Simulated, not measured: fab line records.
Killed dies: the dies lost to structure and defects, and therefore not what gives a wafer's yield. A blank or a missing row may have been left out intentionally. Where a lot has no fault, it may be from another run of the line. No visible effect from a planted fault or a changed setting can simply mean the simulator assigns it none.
What tool caused it? | flow berkeley-cmos170 | Sampling: 15 lots, 45 wafers, 7 of 331 route steps

WHAT THE GAUGES READ, wafer by wafer
UCB170_NLDD_CD_MEAS_06: the cd target is 1200 nm.
lot  | measured     | on        | cd-nm (nm)
L667 | day 6 09:25  | cd-sem-02 | 1197.9 1199.3 1198.7
L668 | day 6 09:40  | cd-sem-01 | 1199.0 1197.5 1197.9
L669 | day 6 10:07  | cd-sem-02 | 1203.2 1201.3 1201.8
L671 | day 7 03:18  | cd-sem-01 | 1199.5 1200.0 1199.2
L674 | day 7 10:22  | cd-sem-01 | 1199.7 1200.3 1200.1
L675 | day 8 03:32  | cd-sem-02 | 1200.6 1200.1 1200.8
L678 | day 8 09:58  | cd-sem-02 | 1201.1 1203.3 1201.5
L682 | day 9 10:05  | cd-sem-02 | 1201.8 1202.0 1201.8
L681 | day 9 10:32  | cd-sem-02 | 1199.2 1199.7 1198.3
L686 | day 10 00:15 | cd-sem-01 | 1200.0 1199.9 1199.1
L685 | day 10 00:23 | cd-sem-01 | 1200.4 1200.5 1201.2
L689 | day 10 15:29 | cd-sem-02 | 1199.5 1199.5 1199.6
L687 | day 10 15:56 | cd-sem-02 | 1203.8 1202.4 1203.2
L688 | day 10 16:11 | cd-sem-01 | 1197.1 1196.5 1196.9
L690 | day 10 22:02 | cd-sem-01 | 1201.3 1200.7 1200.4

UCB170_NLDD_TW_MEAS_11.
lot  | measured     | on            | NLDD_TW
L667 | day 6 09:56  | film-metro-02 | 2238 2239 2248
L668 | day 6 10:13  | film-metro-02 | 2229 2226 2226
L669 | day 6 10:40  | film-metro-03 | 2195 2197 2204
L671 | day 7 03:51  | film-metro-03 | 2208 2217 2217
L674 | day 7 10:56  | film-metro-01 | 2196 2193 2182
L675 | day 8 04:04  | film-metro-01 | 2194 2198 2210
L678 | day 8 10:31  | film-metro-03 | 2192 2199 2195
L682 | day 9 10:38  | film-metro-02 | 2224 2225 2217
L681 | day 9 11:05  | film-metro-03 | 2182 2205 2200
L686 | day 10 00:48 | film-metro-01 | 2202 2211 2194
L685 | day 10 00:57 | film-metro-03 | 2186 2187 2188
L689 | day 10 16:01 | film-metro-02 | 2218 2233 2220
L687 | day 10 16:28 | film-metro-02 | 2215 2222 2215
L688 | day 10 16:44 | film-metro-02 | 2217 2225 2215
L690 | day 10 22:34 | film-metro-02 | 2213 2200 2213

UCB170_SPACER_THK_MEAS_01.
lot  | measured     | on            | SPACER_TEOS_THK (nm)
L667 | day 6 10:14  | film-metro-04 | 365 377 376
L668 | day 6 10:30  | film-metro-02 | 372 372 375
L669 | day 6 10:58  | film-metro-04 | 385 377 384
L671 | day 7 04:08  | film-metro-04 | 367 365 373
L674 | day 7 11:13  | film-metro-02 | 368 372 371
L675 | day 8 04:23  | film-metro-04 | 375 379 382
L678 | day 8 11:01  | film-metro-04 | 374 377 389
L682 | day 9 10:55  | film-metro-04 | 373 374 377
L681 | day 9 11:22  | film-metro-02 | 380 381 375
L686 | day 10 01:05 | film-metro-02 | 371 371 377
L685 | day 10 01:14 | film-metro-03 | 376 373 377
L689 | day 10 16:18 | film-metro-03 | 388 386 385
L687 | day 10 16:45 | film-metro-04 | 372 377 375
L688 | day 10 17:01 | film-metro-02 | 373 375 373
L690 | day 10 23:00 | film-metro-02 | 368 374 376

UCB170_PSD_TW_MEAS_10.
lot  | measured     | on            | PSD_TW
L667 | day 6 16:58  | film-metro-02 | 2346 2347 2345
L668 | day 6 17:29  | film-metro-03 | 2310 2300 2311
L669 | day 6 17:11  | film-metro-01 | 2314 2320 2320
L671 | day 7 11:55  | film-metro-03 | 2333 2320 2333
L674 | day 7 17:23  | film-metro-03 | 2322 2326 2329
L675 | day 8 09:13  | film-metro-02 | 2330 2320 2324
L678 | day 8 15:15  | film-metro-01 | 2296 2313 2305
L682 | day 9 17:27  | film-metro-02 | 2345 2347 2351
L681 | day 9 17:34  | film-metro-03 | 2305 2301 2309
L686 | day 10 07:04 | film-metro-01 | 1916 1924 1906
L685 | day 10 07:11 | film-metro-02 | 2340 2329 2328
L689 | day 10 22:32 | film-metro-03 | 2289 2295 2293
L687 | day 10 22:36 | film-metro-03 | 1915 1910 1914
L688 | day 10 22:49 | film-metro-02 | 1939 1947 1932
L690 | day 11 03:37 | film-metro-01 | 2309 2315 2318

UCB170_SDANNEAL_RS_MEAS_02: measures by four-point-probe.
lot  | measured     | on            | PSD_RS (ohm/sq)
L667 | day 6 20:34  | film-metro-01 | 76.1 75.5 75.7
L668 | day 6 20:59  | film-metro-03 | 75.9 76.1 75.4
L669 | day 6 20:48  | film-metro-02 | 75.1 75.0 75.2
L671 | day 7 14:40  | film-metro-03 | 75.1 75.5 75.5
L674 | day 7 21:39  | film-metro-01 | 75.5 75.5 75.7
L675 | day 8 13:40  | film-metro-01 | 75.8 75.7 75.8
L678 | day 8 18:46  | film-metro-03 | 75.7 75.6 75.9
L682 | day 9 20:47  | film-metro-01 | 75.6 75.2 75.6
L681 | day 9 21:39  | film-metro-03 | 75.5 75.9 75.3
L686 | day 10 09:42 | film-metro-03 | 114.4 114.9 114.9
L685 | day 10 09:59 | film-metro-02 | 75.2 75.3 75.3
L689 | day 11 01:57 | film-metro-03 | 76.1 75.5 76.1
L687 | day 11 02:10 | film-metro-02 | 114.9 114.8 114.5
L688 | day 11 02:16 | film-metro-01 | 113.1 113.1 113.0
L690 | day 11 06:59 | film-metro-03 | 75.4 75.4 75.1

WHICH TOOL RAN EACH LOT (tool, then ch and the chambers of the sampled wafers, then the start)
lot  | UCB170_PSD_IMPLANT_08           | UCB170_PSD_STRIP_09
L667 | implanter-04 ch 0, day 6 16:45  | plasma-asher-01 ch 0,1, day 6 16:53
L668 | implanter-04 ch 0, day 6 17:14  | plasma-asher-04 ch 0,1, day 6 17:22
L669 | implanter-01 ch 0, day 6 16:56  | plasma-asher-02 ch 0,1, day 6 17:05
L671 | implanter-02 ch 0, day 7 11:40  | plasma-asher-02 ch 0,1, day 7 11:49
L674 | implanter-01 ch 0, day 7 17:08  | plasma-asher-02 ch 0,1, day 7 17:17
L675 | implanter-04 ch 0, day 8 08:59  | plasma-asher-04 ch 0, day 8 09:07
L678 | implanter-04 ch 0, day 8 15:01  | plasma-asher-01 ch 0,1, day 8 15:08
L682 | implanter-01 ch 0, day 9 17:12  | plasma-asher-01 ch 0,1, day 9 17:21
L681 | implanter-02 ch 0, day 9 17:19  | plasma-asher-04 ch 0, day 9 17:28
L686 | implanter-01 ch 0, day 10 06:49 | plasma-asher-04 ch 0,1, day 10 06:58
L685 | implanter-02 ch 0, day 10 06:56 | plasma-asher-02 ch 0,1, day 10 07:05
L689 | implanter-02 ch 0, day 10 22:19 | plasma-asher-04 ch 0,1, day 10 22:28
L687 | implanter-01 ch 0, day 10 22:23 | plasma-asher-01 ch 0,1, day 10 22:31
L688 | implanter-01 ch 0, day 10 22:34 | plasma-asher-01 ch 0,1, day 10 22:42
L690 | implanter-02 ch 0, day 11 03:23 | plasma-asher-04 ch 0,1, day 11 03:31
- UCB170_PSD_IMPLANT_08
- UCB170_PSD_STRIP_09: strips in O2.

AS READ BY THE TOOLS THEMSELVES (means over the sampled wafers that have a number; for cases with no such wafer, the mark the record gives instead)
UCB170_PSD_IMPLANT_08.
lot  | tool         | dose-ions-cm2 | end-station-pressure-torr (Torr) | faraday-current-uA
L667 | implanter-04 | 3.004e+15     | 1.28e-05                         | 9416
L668 | implanter-04 | 2.998e+15     | 1.25e-05                         | 9223
L669 | implanter-01 | 3.004e+15     | 1.28e-05                         | 9222
L671 | implanter-02 | 3.000e+15     | 1.20e-05                         | 9233
L674 | implanter-01 | 2.996e+15     | 1.17e-05                         | 9392
L675 | implanter-04 | 3.000e+15     | 1.19e-05                         | 9216
L678 | implanter-04 | 2.999e+15     | 1.25e-05                         | 9373
L682 | implanter-01 | 3.000e+15     | 1.25e-05                         | 9277
L681 | implanter-02 | 2.996e+15     | 1.27e-05                         | 9165
L686 | implanter-01 | 1.650e+15     | 9.57e-06                         | 5203
L685 | implanter-02 | 3.001e+15     | 1.27e-05                         | 9313
L689 | implanter-02 | 3.003e+15     | 1.22e-05                         | 9318
L687 | implanter-01 | 1.652e+15     | 9.00e-06                         | 5070
L688 | implanter-01 | 1.653e+15     | 9.10e-06                         | 5126
L690 | implanter-02 | 2.999e+15     | 1.21e-05                         | 9459

UCB170_PSD_STRIP_09.
lot  | tool            | drypump-motor-current-A (A) | oes-product-au (a.u.) | strip-time-to-endpoint-s (s)
L667 | plasma-asher-01 | 5.86                        | 0.602                 | 29.43
L668 | plasma-asher-04 | 5.85                        | 0.600                 | 29.36
L669 | plasma-asher-02 | 5.68                        | 0.597                 | 29.53
L671 | plasma-asher-02 | 5.68                        | 0.595                 | 29.44
L674 | plasma-asher-02 | 5.73                        | 0.603                 | 29.33
L675 | plasma-asher-04 | 5.77                        | 0.603                 | 29.28
L678 | plasma-asher-01 | 5.85                        | 0.598                 | 29.44
L682 | plasma-asher-01 | 5.89                        | 0.601                 | 29.47
L681 | plasma-asher-04 | 5.77                        | 0.595                 | 29.37
L686 | plasma-asher-04 | 5.81                        | 0.694                 | 23.58
L685 | plasma-asher-02 | 5.74                        | 0.600                 | 29.49
L689 | plasma-asher-04 | 5.88                        | 0.601                 | 29.38
L687 | plasma-asher-01 | 5.88                        | 0.688                 | 23.51
L688 | plasma-asher-01 | 5.86                        | 0.689                 | 23.71
L690 | plasma-asher-04 | 5.87                        | 0.596                 | 29.40

THE ANSWER, worked out from the rows above alone
Rule: what is usual is taken from the lots themselves. The widest of any qualifying gaps counts: lots, ordered by their means at a reading, are off when they make up no more than a third of the lots, leave a main group of 4 or more, and stand apart from it by 3 or more times the standard deviation of that group's means. Not used: any main group whose means are identical at the precision the tables above print for the reading. A lot without any number at a reading at which 4 lots or more have one is off too. Where the step has rows for the other lots, those lots are counted as sound. First the gauges in route order, then the tools' own readings, where a lot's mean is used as printed above. The first step at which some lot is off is used, and at that step the reading that is off furthest; a lot without a number counts as furthest.
Off: at UCB170_PSD_TW_MEAS_10 (PSD_TW), L686, L687, L688. For the main group the mean is 2320 and the standard deviation 16.
If a tool, at a process step before that reading, ran all the lots that are off and no sound lot after the first of them, it fits. Not tried: the gauges at UCB170_PSD_TW_MEAS_10; whatever is off there is also off at UCB170_PSD_IMPLANT_08, on other tools, and gauge error can't account for it. One candidate fits, namely implanter-01 at UCB170_PSD_IMPLANT_08. Its last sound lot is L682 (day 9 17:12), its first lot that is off L686 (day 10 06:49): a fault that began between those two fits.
The tool's own readings at UCB170_PSD_IMPLANT_08 bear it out: on the lots that are off they differ by more than 5 times the standard deviation of the sound lots' means. dose-ions-cm2 reads 1.652e+15 there against 3.000e+15 on the sound lots; end-station-pressure-torr reads 9.22e-06 Torr there against 1.24e-05 Torr on the sound lots; faraday-current-uA reads 5133 there against 9301 on the sound lots.

WHAT THE SIMULATOR HAD INSERTED
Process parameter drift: implanter-01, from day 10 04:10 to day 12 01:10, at UCB170_PSD_IMPLANT_08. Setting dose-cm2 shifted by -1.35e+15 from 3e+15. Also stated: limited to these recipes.
Lots struck among those shown: L686, L687, L688. This agrees with what the rule above found.
